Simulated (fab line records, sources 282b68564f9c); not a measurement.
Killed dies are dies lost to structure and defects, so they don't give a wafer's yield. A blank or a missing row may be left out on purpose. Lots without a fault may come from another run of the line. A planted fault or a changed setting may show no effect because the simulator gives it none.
One fault seen from 2 desks | flow rit_cmos | each desk has only its own numbers; what lay behind them comes last

THE TOOL OWNER'S DESK: furnace-02
The tool's own readings at RIT_REOX_OXIDATION_03 (target thk 25.2 nm, ox time 5580 s): means of the sampled wafers that have a number, for each lot that ran on this tool. A lot is out of limits, marked OUT, if its mean lies more than 4 standard deviations from the usual mean; the brackets give that distance.
Columns: A = spike_tc_centre_C at RIT_REOX_OXIDATION_03, usual 903.9 C; B = spike_tc_load_C at RIT_REOX_OXIDATION_03, usual 924.6 C; C = spike_tc_source_C at RIT_REOX_OXIDATION_03, usual 925.0 C; D = tube_center_temp_C at RIT_REOX_OXIDATION_03, usual 900.01 C; E = tube_center_temp_C_max at RIT_REOX_OXIDATION_03, usual 902.3
lot  | first seen here | A               | B                | C               | D                        | E
L822 | day 2 21:16     | 901.7           | 928.4            | 925.2           | 900.04                   | 902.1
L825 | day 3 10:08     | 902.8           | 928.5            | 924.6           | 900.02                   | 902.0
L829 | day 4 07:17     | 902.4           | 927.1            | 924.6           | 900.04                   | 902.2
L833 | day 5 02:04     | 922.8 (+12) OUT | 948.5 (+9.2) OUT | 944.9 (+18) OUT | 920.02 (+99 or more) OUT | 922.7 (+50) OUT
L834 | day 5 07:29     | 922.2 (+11) OUT | 947.5 (+8.8) OUT | 946.4 (+19) OUT | 919.94 (+99 or more) OUT | 922.2 (+49) OUT
This desk's finding: out of limits on L833, L834; first on L833, day 5 02:04 (spike_tc_centre_C at RIT_REOX_OXIDATION_03). In limits: L822, L825, L829.

THE METROLOGY DESK
What the gauges read, lot by lot, whatever tool the lot ran on: means of the sampled wafers that have a number. A lot is out of limits, marked OUT, if its mean lies more than 4 standard deviations from the usual mean; the brackets give that distance.
Columns: A = REOX_OXIDE_THK at RIT_REOX_THK_MEAS_04, usual 25.4 nm
lot  | first seen here | A
L821 | day 2 17:14     | 25.1
L822 | day 2 23:50     | 25.6
L823 | day 3 03:11     | 25.0
L824 | day 3 07:22     | 24.8
L825 | day 3 12:42     | 24.9
L829 | day 4 09:50     | 25.9
L830 | day 4 14:07     | 25.6
L833 | day 5 04:38     | 30.8 (+9.9) OUT
L834 | day 5 10:02     | 31.6 (+12) OUT
L838 | day 6 05:55     | 25.1
L839 | day 6 16:32     | 25.7
L841 | day 7 00:42     | 25.0
L842 | day 7 04:31     | 25.5
L844 | day 7 12:17     | 25.2
This desk's finding: out of limits on L833, L834; first on L833, day 5 04:38 (REOX_OXIDE_THK at RIT_REOX_THK_MEAS_04). In limits: L821, L822, L823, L824, L825, L829, L830, L838, L839, L841, L842, L844.

PUT TOGETHER
The tool owner's desk could have raised an alarm at day 5 02:04, on L833, L834.
The metrology desk could have raised an alarm at day 5 04:38, on L833, L834.
Of the lots named, all ran RIT_REOX_OXIDATION_03 on furnace-02.

WHAT THE SIMULATOR HAD PUT IN
Process parameter drift: furnace-02, from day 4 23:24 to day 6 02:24, at RIT_REOX_OXIDATION_03. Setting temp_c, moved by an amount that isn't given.
Lots struck among those shown: L833, L834.
Hours from the fault's start to each desk's first reading out of limits: the tool owner's desk, 3; the metrology desk, 5.
